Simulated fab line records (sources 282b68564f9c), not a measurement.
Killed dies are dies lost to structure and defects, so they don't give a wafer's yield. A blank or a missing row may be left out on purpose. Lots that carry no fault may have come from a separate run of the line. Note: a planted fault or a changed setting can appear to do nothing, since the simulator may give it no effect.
Split-lot trial -- flow rit_cmos -- 23 wafers read from 5 lots, route of 202 steps

== THE SPLIT ITSELF ==
At RIT_SILICIDE_SPUTTER_01 (material Ti, target thk 30 nm, time 240 s), the setting time_s was moved away from the recipe's 240 s on 6 of the 23 wafers read, by -13.7% to -8.0%. This setting was run at the recipe's value on the other wafers.

== THE PATH FROM SPLIT TO READING: the file shows 1 step between them ==
- RIT_SILICIDE_RS_MEAS_02: measures by four-point-probe

== THE READING ==
SILICIDE_TI_THK, in nm, at RIT_SILICIDE_THK_MEAS_03 (measures by xrf). On this fab line, fault-free wafers typically give 30.4 nm with a standard deviation of 0.36 nm.

wafer,"tool, chamber at the split","time_s as run, s",against the recipe,"SILICIDE_TI_THK, nm",against lot-mates on the recipe
L076.1,"pvd_sputter-03, -",240,recipe,30.6,-
L076.3,"pvd_sputter-03, -",240,recipe,30.1,-
L076.4,"pvd_sputter-03, -",240,recipe,30.4,-
L076.5,"pvd_sputter-03, -",240,recipe,30.3,-
L076.6,"pvd_sputter-03, -",240,recipe,30.3,-
L077.1,"pvd_sputter-02, -",220.7,-8.0%,28.0,-2.4
L077.2,"pvd_sputter-02, -",220.7,-8.0%,28.0,-2.4
L077.3,"pvd_sputter-02, -",220.7,-8.0%,27.7,-2.7
L077.5,"pvd_sputter-02, -",240,recipe,30.2,-
L077.6,"pvd_sputter-02, -",240,recipe,30.5,-
L078.1,"pvd_sputter-03, -",240,recipe,30.4,-
L078.2,"pvd_sputter-03, -",240,recipe,30.5,-
L078.3,"pvd_sputter-03, -",240,recipe,30.5,-
L082.2,"pvd_sputter-03, -",240,recipe,30.2,-
L082.3,"pvd_sputter-03, -",240,recipe,30.1,-
L082.4,"pvd_sputter-03, -",240,recipe,29.5,-
L082.5,"pvd_sputter-03, -",240,recipe,30.1,-
L082.6,"pvd_sputter-03, -",240,recipe,30.1,-
L084.1,"pvd_sputter-03, -",240,recipe,31.3,-
L084.3,"pvd_sputter-03, -",207.1,-13.7%,27.0,-4.2
L084.4,"pvd_sputter-03, -",207.1,-13.7%,26.8,-4.4
L084.5,"pvd_sputter-03, -",240,recipe,31.1,-
L084.6,"pvd_sputter-03, -",207.1,-13.7%,27.0,-4.2

FIT RESULTS
A straight line over all 23 wafers: SILICIDE_TI_THK changes by +0.263 nm for each +1% of time_s; r = +0.96; the points scatter about the line by 0.39 nm.
The same after taking each lot's own level away (the mean of its wafers on the recipe; 23 wafers): +0.31 nm for each +1%; r = +0.99; scatter 0.17 nm.
According to that fit, moving time_s by its largest amount changes the reading by 4.2 nm.
The span of the lots' own levels, 30.00 to 31.20 nm, comes to 3.3 times the standard deviation stated above.
So the slope is not independent of the lot-to-lot level: the two fits are not the same.
Check: -4.26 nm against its lot-mates is what the line predicts for one of the wafers moved furthest among these (-13.7%) when that wafer is left out of the fit. Against them it came out at -4.2 nm.

== THE WHOLE CHAIN: every reading that the file lists as answering this split, in the file's order ==
step,what it does,reading,change (the file's fit),r (the file's)
RIT_SILICIDE_SPUTTER_01,"material Ti, target thk 30 nm, time 240 s","Ti_of_SILICIDE_SPUTTER_01.thk_nm (the simulator's own value, which no gauge read)",+0.302 nm for each +1% of the setting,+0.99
RIT_SILICIDE_RS_MEAS_02,measures by four-point-probe,SILICIDE_TI_RS,-0.671 for each +1% of the setting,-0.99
RIT_SILICIDE_THK_MEAS_03,measures by xrf,SILICIDE_TI_THK,+0.31 for each +1% of the setting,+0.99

== THE FILE'S OWN FIT ==
SILICIDE_TI_THK changes by +0.31 nm for each +1% of time_s, r = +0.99.
